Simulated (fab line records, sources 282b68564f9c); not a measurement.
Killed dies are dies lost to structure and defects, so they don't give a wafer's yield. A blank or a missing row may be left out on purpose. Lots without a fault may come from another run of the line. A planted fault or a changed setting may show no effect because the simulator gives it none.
fab line records | flow rit_cmos
record lots=14 wafers=42 last_day=7
route steps=202 shown M1@190
lots that met no fault: from a run of the same line without faults
start_h: hours from the record's first day to the start of the lot's first wafer shown | wait_h: hours since the lot's step before | " the same as in the row above | L1.1+2: a row that stands for several wafers | - no value, or no start given | * or withheld: withheld | < > ~ a bound
route shown NAME@n: a module of which the file shows steps, and the number in the route of the first | usual: mean/standard deviation of fault-free wafers | same: alike in all rows | chamber/n: place in a boat | sites: the reading at each site | _std_site: their standard deviation | _edge_site: outer sites' mean less inner sites' | radius_mm: how far each site lies from the wafer's centre | mask NAME#n: copy n | behind: the tool/chamber that last shaped the wafer | hold: why the lot was held/for how many hours/how that ended | device: the transistor (n, p or np) that didn't switch | end of line: the same wafers' tests at the end of the route | a step without rows: its recipe alone | killed: dies lost to structure and defects at the first sort, not the wafer's yield | map: a wafer's dies, x killed, . not, _ none there
set.NAME: the setting as run; set.NAME@STEP: as run at that earlier step | model.NAME: the simulator's own value behind a step, which no gauge read
steps of the route over a sample of lots; a table a step, a row a wafer
services: from which hour (start_h, from the record's first day; less than 0 if before it) a tool's chamber was out of use, for how many hours, and why
## steps
# step RIT_M1_EXPOSE_06
# recipe mask_id=M12 na=0.6 source_shape=conventional sigma_outer=0.5 target_cd_nm=2600 dose_mj=250
# usual exposure_dose_mJ_cm2=252.5/1
# columns lot.wafer tool chamber start_h wait_h mask exposure_dose_mJ_cm2
L917.1 iline_stepper-02 0 56.44 0.2 M12#0 252.0
L917.3 " 0 " " M12#0 251.6
L917.4 " 0 " " M12#0 252.0
L918.1 iline_stepper-01 0 60.68 0.2 M12#0 253.5
L918.2 " 0 " " M12#0 254.2
L918.5 " 0 " " M12#0 254.2
L919.1 iline_stepper-01 0 63.65 0.1 M12#0 253.6
L919.3 " 0 " " M12#0 253.7
L919.5 " 0 " " M12#0 253.9
L920.1 iline_stepper-02 0 68.74 0.2 M12#0 251.8
L920.2 " 0 " " M12#0 251.7
L920.6 " 0 " " M12#0 252.1
L921.2 iline_stepper-01 0 75.34 0.2 M12#0 254.1
L921.4 " 0 " " M12#0 253.8
L921.5 " 0 " " M12#0 254.1
L922.2 iline_stepper-02 0 80.74 0.2 M12#0 251.8
L922.3 " 0 " " M12#0 251.6
L922.6 " 0 " " M12#0 251.3
L924.1 iline_stepper-01 0 88.91 0.2 M12#0 253.6
L924.3 " 0 " " M12#0 254.1
L924.5 " 0 " " M12#0 253.6
L925.1 iline_stepper-02 0 93.65 0.2 M12#0 252.1
L925.2 " 0 " " M12#0 251.7
L925.3 " 0 " " M12#0 251.6
L926.2 iline_stepper-01 0 99.69 0.2 M12#0 253.6
L926.3 " 0 " " M12#0 253.8
L926.6 " 0 " " M12#0 253.8
L929.2 iline_stepper-02 0 113.33 0.2 M12#0 251.7
L929.4 " 0 " " M12#0 251.6
L929.5 " 0 " " M12#0 251.1
L934.1 iline_stepper-01 0 141.45 0.2 M12#0 239.6
L934.3 " 0 " " M12#0 239.8
L934.4 " 0 " " M12#0 239.8
L935.1 iline_stepper-01 0 149.77 0.1 M12#0 242.2
L935.4 " 0 " " M12#0 242.6
L935.6 " 0 " " M12#0 242.2
L939.3 iline_stepper-02 0 165.53 0.1 M12#0 251.9
L939.5 " 0 " " M12#0 251.6
L939.6 " 0 " " M12#0 251.9
L940.1 iline_stepper-02 0 169.73 0.1 M12#0 251.9
L940.5 " 0 " " M12#0 251.6
L940.6 " 0 " " M12#0 251.7
# step RIT_M1_CD_MEAS_09
# recipe target_cd_nm=2600
# usual cd_nm=2599.2/2.7
# columns lot.wafer tool chamber start_h wait_h hold cd_nm
L917.1 cd_sem-02 - 56.87 - - 2602.0
L917.3 " - " " - 2603.7
L917.4 " - " " - 2603.2
L918.1 cd_sem-02 - 61.11 - - 2601.6
L918.2 " - " " - 2602.2
L918.5 " - " " - 2602.3
L919.1 cd_sem-02 - 64.08 - - 2600.2
L919.3 " - " " - 2598.2
L919.5 " - " " - 2597.6
L920.1 cd_sem-02 - 69.17 - - 2603.4
L920.2 " - " " - 2600.9
L920.6 " - " " - 2601.1
L921.2 cd_sem-02 - 75.77 - - 2600.7
L921.4 " - " " - 2599.7
L921.5 " - " " - 2599.1
L922.2 cd_sem-02 - 81.46 - - 2601.3
L922.3 " - " " - 2602.3
L922.6 " - " " - 2599.8
L924.1 cd_sem-02 - 89.34 - - 2596.8
L924.3 " - " " - 2596.2
L924.5 " - " " - 2597.2
L925.1 cd_sem-02 - 94.08 - - 2599.7
L925.2 " - " " - 2602.2
L925.3 " - " " - 2598.8
L926.2 cd_sem-02 - 100.25 - - 2598.4
L926.3 " - " " - 2601.1
L926.6 " - " " - 2600.4
L929.2 cd_sem-02 - 113.76 - - 2599.5
L929.4 " - " " - 2597.4
L929.5 " - " " - 2598.7
L934.1 cd_sem-01 - 141.91 - await_dispo/0.2h/release 2612.7
L934.3 " - " " await_dispo/0.2h/release 2612.1
L934.4 " - " " await_dispo/0.2h/release 2613.0
L934.1 cd_sem-01 - 142.20 0.3 - 2612.8
L934.3 " - " " - 2611.8
L934.4 " - " " - 2613.2
L935.1 cd_sem-01 - 150.20 - await_dispo/0.2h/release 2612.0
L935.4 " - " " await_dispo/0.2h/release 2613.6
L935.6 " - " " await_dispo/0.2h/release 2613.2
L935.1 cd_sem-01 - 150.49 0.3 - 2612.0
L935.4 " - " " - 2613.6
L935.6 " - " " - 2613.4
L939.3 cd_sem-02 - 166.04 - - 2597.4
L939.5 " - " " - 2599.4
L939.6 " - " " - 2598.1
L940.1 cd_sem-02 - 170.26 - - 2598.9
L940.5 " - " " - 2601.4
L940.6 " - " " - 2601.5
# step RIT_M1_PROBE_99
# usual defect_limited_yield=97.4/1.1 killed_at_M0_to_M3=0.0/0.16 killed_at_contacts=0.1/0.24 killed_at_front_end=6.7/2.9 killed_dies=6.8/2.9 killed_on_rim=1.8/1.3 killed_open=3.5/1.8 killed_short=3.3/2.1 sort_bin_3_pad_short=0.1/0.26 sort_bin_5_function=1.4/0.73 sort_bin_6_memory=1.0/0.64 sort_n_pass=257.2/2.9 sort_yield_pct=97.4/1.1
# same gross_dies=264 killed_at_M4_up=0 killed_at_back_side=0 killed_at_other=0
# columns lot.wafer tool chamber start_h wait_h defect_limited_yield[%] killed_at_M0_to_M3 killed_at_contacts killed_at_front_end killed_dies killed_on_rim killed_open killed_short sort_bin_3_pad_short[%] sort_bin_5_function[%] sort_bin_6_memory[%] sort_n_pass sort_yield_pct[%]
L917.1 prober-02 - 59.53 0.1 97.3 1 0 6 7 2 3 4 0.4 1.9 0.4 257.0 97.3
L917.3 prober-02 - 59.63 0.2 96.2 0 0 10 10 3 3 7 0 1.9 1.9 254.0 96.2
L917.4 prober-02 - 59.68 0.2 97.0 0 0 8 8 2 2 6 0.4 1.5 1.1 256.0 97.0
L918.1 prober-01 - 63.77 0.1 95.5 0 0 12 12 4 7 5 0 1.9 2.7 252.0 95.5
L918.2 prober-01 - 63.82 0.1 98.1 0 0 5 5 1 2 3 0 1.1 0.8 259.0 98.1
L918.5 prober-01 - 63.97 0.2 97.0 0 0 8 8 2 3 5 0.4 2.7 0 256.0 97.0
L919.1 prober-02 - 66.74 0.1 98.5 0 0 4 4 2 0 4 0 0.4 1.1 260.0 98.5
L919.3 prober-02 - 66.84 0.2 96.2 0 0 10 10 4 6 3 0 1.9 1.9 254.0 96.2
L919.5 prober-02 - 66.94 0.2 98.1 0 0 5 5 1 0 4 0.4 0.8 0.8 259.0 98.1
L920.1 prober-01 - 71.83 0.1 98.9 0 0 3 3 0 2 1 0 0.8 0.4 261.0 98.9
L920.2 prober-01 - 71.88 0.1 98.5 0 0 4 4 2 4 0 0 1.1 0.4 260.0 98.5
L920.6 prober-01 - 72.08 0.2 99.2 0 0 2 2 1 2 0 0 0 0.8 262.0 99.2
L921.2 prober-02 - 78.46 0.1 98.5 0 0 4 4 1 3 1 0 1.1 0.4 260.0 98.5
L921.4 prober-02 - 78.56 0.2 97.0 0 0 8 8 2 4 4 0.4 1.5 1.1 256.0 97.0
L921.5 prober-02 - 78.61 0.2 96.6 0 0 9 9 2 2 7 0.4 1.5 1.5 255.0 96.6
L922.2 prober-01 - 84.35 0.1 97.7 0 0 6 6 2 4 2 0 1.5 0.8 258.0 97.7
L922.3 prober-01 - 84.40 0.2 97.3 0 0 7 7 2 5 2 0 1.9 0.8 257.0 97.3
L922.6 prober-01 - 84.55 0.2 97.3 0 0 7 7 2 5 2 0 1.9 0.8 257.0 97.3
L924.1 prober-01 - 92.07 0.1 97.0 0 0 8 8 2 2 6 0 1.1 1.9 256.0 97.0
L924.3 prober-01 - 92.17 0.2 95.5 0 0 12 12 4 6 6 0 2.7 1.9 252.0 95.5
L924.5 prober-01 - 92.27 0.2 98.9 0 0 3 3 2 2 1 0 0.8 0.4 261.0 98.9
L925.1 prober-02 - 96.74 0.1 98.5 0 0 4 4 2 3 1 0 1.1 0.4 260.0 98.5
L925.2 prober-02 - 96.79 0.1 97.3 0 0 7 7 2 2 5 0 1.1 1.5 257.0 97.3
L925.3 prober-02 - 96.84 0.2 95.5 0 1 11 12 4 6 6 0 2.3 2.3 252.0 95.5
L926.2 prober-01 - 102.94 0.1 98.1 0 0 5 5 0 1 4 0 1.5 0.4 259.0 98.1
L926.3 prober-01 - 102.99 0.2 98.1 0 0 5 5 2 3 2 0 1.5 0.4 259.0 98.1
L926.6 prober-01 - 103.14 0.2 98.1 0 0 5 5 3 2 3 0 1.1 0.8 259.0 98.1
L929.2 prober-02 - 120.15 0.1 98.5 0 0 4 4 1 1 3 0 0.8 0.8 260.0 98.5
L929.4 prober-02 - 120.25 0.2 97.0 0 0 8 8 1 4 4 0.4 1.9 0.8 256.0 97.0
L929.5 prober-02 - 120.30 0.2 97.3 0 0 7 7 2 6 1 0 1.9 0.8 257.0 97.3
L934.1 prober-01 - 149.90 0.1 97.7 0 0 6 6 2 2 4 0 0.8 1.5 258.0 97.7
L934.3 prober-01 - 150.00 0.2 99.2 0 0 2 2 0 2 0 0 0 0.8 262.0 99.2
L934.4 prober-01 - 150.05 0.2 97.7 0 0 6 6 3 5 1 0.4 1.1 0.8 258.0 97.7
L935.1 prober-01 - 160.21 0.1 97.3 0 0 7 7 0 4 3 0 0.8 1.9 257.0 97.3
L935.4 prober-01 - 160.36 0.2 98.5 0 1 3 4 1 3 1 0 0.8 0.8 260.0 98.5
L935.6 prober-01 - 160.46 0.2 97.7 0 0 6 6 2 5 1 0 0.8 1.5 258.0 97.7
L939.3 prober-02 - 168.77 0.2 97.0 0 1 7 8 2 3 5 0.4 1.9 0.8 256.0 97.0
L939.5 prober-02 - 168.87 0.2 97.7 0 0 6 6 1 4 2 0.8 0.8 0.8 258.0 97.7
L939.6 prober-02 - 168.92 0.2 96.6 1 0 8 9 2 4 5 0 1.5 1.9 255.0 96.6
L940.1 prober-01 - 173.51 0.1 97.0 0 0 8 8 3 4 4 0 1.1 1.9 256.0 97.0
L940.5 prober-01 - 173.71 0.2 98.5 0 0 4 4 2 1 3 0 1.1 0.4 260.0 98.5
L940.6 prober-01 - 173.76 0.2 98.5 0 0 4 4 0 3 1 0.4 1.1 0 260.0 98.5
# killed by level:class
L917.1 GATE:geometric_particle:short=2 FOX2:geometric_particle:short=1 FOX2:geometric_particle:open=1 GATE:geometric_particle:open=1 SILICIDE:geometric_particle:open=1 M1:geometric_particle:short=1
L917.3 GATE:geometric_particle:short=3 FOX1:geometric_particle:short=1 FOX2:geometric_particle:short=1 GATE:geometric_particle:open=1 REOX:geometric_particle:short=1 SPACER:geometric_particle:short=1 SPACER:geometric_particle:open=1 SILICIDE:geometric_particle:open=1
L917.4 GATE:geometric_particle:short=3 FOX2:geometric_particle:open=1 FOX2:geometric_particle:short=1 REOX:geometric_particle:short=1 SPACER:geometric_particle:short=1 SPACER:geometric_particle:open=1
L918.1 GATE:geometric_particle:open=4 GATE:geometric_particle:short=2 SPACER:geometric_particle:short=2 FOX1:geometric_particle:open=1 REOX:geometric_particle:open=1 SPACER:geometric_particle:open=1 SILICIDE:geometric_particle:short=1
L918.2 FOX1:geometric_particle:short=2 GATE:geometric_particle:open=1 REOX:geometric_particle:open=1 GATE:geometric_particle:short=1
L918.5 SPACER:geometric_particle:short=2 SILICIDE:geometric_particle:open=2 FOX1:geometric_particle:short=1 FOX2:geometric_particle:short=1 GATE:geometric_particle:short=1 REOX:geometric_particle:open=1
L919.1 GATE:geometric_particle:short=2 REOX:geometric_particle:short=1 SPACER:geometric_particle:short=1
L919.3 GATE:geometric_particle:open=4 FOX2:geometric_particle:short=1 GATE:geometric_particle:short=1 REOX:geometric_particle:open=1 REOX:geometric_particle:short=1 SILICIDE:geometric_particle:open=1 PWELL:coat_microbubble_printed=1
L919.5 FOX2:geometric_particle:short=2 REOX:geometric_particle:short=1 SILICIDE:geometric_particle:short=1 PWELL:coat_microbubble_printed=1
L920.1 GATE:geometric_particle:open=1 SPACER:geometric_particle:open=1 SILICIDE:geometric_particle:short=1
L920.2 GATE:geometric_particle:open=2 FOX1:geometric_particle:open=1 SILICIDE:geometric_particle:open=1
L920.6 SPACER:geometric_particle:open=1 SILICIDE:geometric_particle:open=1
L921.2 GATE:geometric_particle:open=1 GATE:geometric_particle:short=1 REOX:geometric_particle:open=1 SPACER:geometric_particle:open=1
L921.4 SPACER:geometric_particle:short=3 SPACER:geometric_particle:open=3 GATE:geometric_particle:open=1 GATE:geometric_particle:short=1
L921.5 GATE:geometric_particle:short=2 REOX:geometric_particle:short=2 SPACER:geometric_particle:short=2 FOX1:geometric_particle:open=1 SPACER:geometric_particle:open=1 SILICIDE:geometric_particle:short=1
L922.2 REOX:geometric_particle:open=2 SILICIDE:geometric_particle:open=2 FOX1:geometric_particle:short=1 GATE:geometric_particle:short=1
L922.3 REOX:geometric_particle:open=2 SILICIDE:geometric_particle:open=2 FOX1:geometric_particle:short=1 GATE:geometric_particle:short=1 SPACER:geometric_particle:open=1
L922.6 GATE:geometric_particle:open=3 FOX1:geometric_particle:short=1 FOX1:geometric_particle:open=1 REOX:geometric_particle:open=1 REOX:geometric_particle:short=1
L924.1 GATE:geometric_particle:short=3 REOX:geometric_particle:open=2 REOX:geometric_particle:short=1 SPACER:geometric_particle:short=1 SILICIDE:geometric_particle:short=1
L924.3 GATE:geometric_particle:short=4 GATE:geometric_particle:open=3 REOX:geometric_particle:open=2 FOX1:geometric_particle:open=1 FOX1:geometric_particle:short=1 SPACER:geometric_particle:short=1
L924.5 REOX:geometric_particle:open=1 SPACER:geometric_particle:short=1 SILICIDE:geometric_particle:open=1
L925.1 GATE:geometric_particle:open=2 FOX1:geometric_particle:open=1 FOX1:geometric_particle:short=1
L925.2 GATE:geometric_particle:short=3 FOX1:geometric_particle:short=1 SPACER:geometric_particle:open=1 SILICIDE:geometric_particle:short=1 SILICIDE:geometric_particle:open=1
L925.3 GATE:geometric_particle:open=3 GATE:geometric_particle:short=3 FOX1:geometric_particle:open=1 FOX1:geometric_particle:short=1 REOX:geometric_particle:open=1 SPACER:geometric_particle:open=1 SILICIDE:geometric_particle:short=1 CONTACT:geometric_particle:short=1
L926.2 GATE:geometric_particle:short=2 FOX1:geometric_particle:short=1 GATE:geometric_particle:open=1 SPACER:geometric_particle:short=1
L926.3 FOX1:geometric_particle:open=1 GATE:geometric_particle:short=1 REOX:geometric_particle:open=1 SPACER:geometric_particle:open=1 SPACER:geometric_particle:short=1
L926.6 GATE:geometric_particle:short=3 REOX:geometric_particle:open=1 SPACER:geometric_particle:open=1
L929.2 GATE:geometric_particle:short=2 FOX2:geometric_particle:open=1 REOX:geometric_particle:short=1
L929.4 GATE:geometric_particle:open=3 FOX2:geometric_particle:open=1 FOX2:geometric_particle:short=1 GATE:geometric_particle:short=1 REOX:geometric_particle:short=1 SPACER:geometric_particle:short=1
L929.5 FOX2:geometric_particle:open=3 FOX1:geometric_particle:open=1 FOX2:geometric_particle:short=1 GATE:geometric_particle:open=1 REOX:geometric_particle:open=1
L934.1 GATE:geometric_particle:short=2 GATE:geometric_particle:open=1 SPACER:geometric_particle:open=1 SPACER:geometric_particle:short=1 SILICIDE:geometric_particle:short=1
L934.3 GATE:geometric_particle:open=2
L934.4 GATE:geometric_particle:open=3 SPACER:geometric_particle:open=2 GATE:geometric_particle:short=1
L935.1 SPACER:geometric_particle:open=2 FOX1:geometric_particle:open=1 GATE:geometric_particle:short=1 GATE:geometric_particle:open=1 SPACER:geometric_particle:short=1 SILICIDE:geometric_particle:short=1
L935.4 FOX1:geometric_particle:short=1 GATE:geometric_particle:open=1 SPACER:geometric_particle:open=1 CONTACT:geometric_particle:open=1
L935.6 REOX:geometric_particle:open=2 SPACER:geometric_particle:open=2 FOX2:geometric_particle:open=1 SPACER:geometric_particle:short=1
L939.3 GATE:geometric_particle:short=3 GATE:geometric_particle:open=2 REOX:geometric_particle:open=1 SPACER:geometric_particle:short=1 CONTACT:geometric_particle:short=1
L939.5 GATE:geometric_particle:open=3 GATE:geometric_particle:short=1 SPACER:geometric_particle:short=1 SPACER:geometric_particle:open=1
L939.6 FOX1:geometric_particle:short=3 GATE:geometric_particle:short=2 GATE:geometric_particle:open=2 SPACER:geometric_particle:open=1 M1:geometric_particle:open=1
L940.1 GATE:geometric_particle:open=4 REOX:geometric_particle:short=2 GATE:geometric_particle:short=1 SPACER:geometric_particle:short=1
L940.5 FOX1:geometric_particle:short=1 GATE:geometric_particle:short=1 REOX:geometric_particle:open=1 REOX:geometric_particle:short=1
L940.6 FOX2:geometric_particle:open=1 GATE:geometric_particle:open=1 GATE:geometric_particle:short=1 REOX:geometric_particle:open=1
## services
# columns tool chamber start_h hours kind
iline_stepper-02 - 63.48 0.7 repair
iline_stepper-01 0 96.05 - calibration
iline_stepper-02 - 108.39 1.7 pm
## key
first_sign step=RIT_M1_EXPOSE_06 reading=exposure_dose_mJ_cm2 direction=down sigmas=11 usual=252.5 struck=241.0
effect step=RIT_M1_CD_MEAS_09 reading=visit direction=added through=control_loop
effect step=RIT_M1_CD_MEAS_09 reading=cd_nm direction=up sigmas=5.1 usual=2599.2 struck=2612.8 through=control_loop
met_at RIT_M1_EXPOSE_06
struck_lots L934,L935
loop_trim step=RIT_M1_EXPOSE_06 setting=dose lots=L935
onset_between 99.69 141.45
fault kind=process_parameter_drift tool=iline_stepper-01 chamber=- onset_h=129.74 steps=RIT_M1_EXPOSE_06 channel=dose_mj offset=-14.025 shape=step acts_in=these_recipes_only stated=250
# loop_trim: a control loop set the setting to another value than it would have without faults
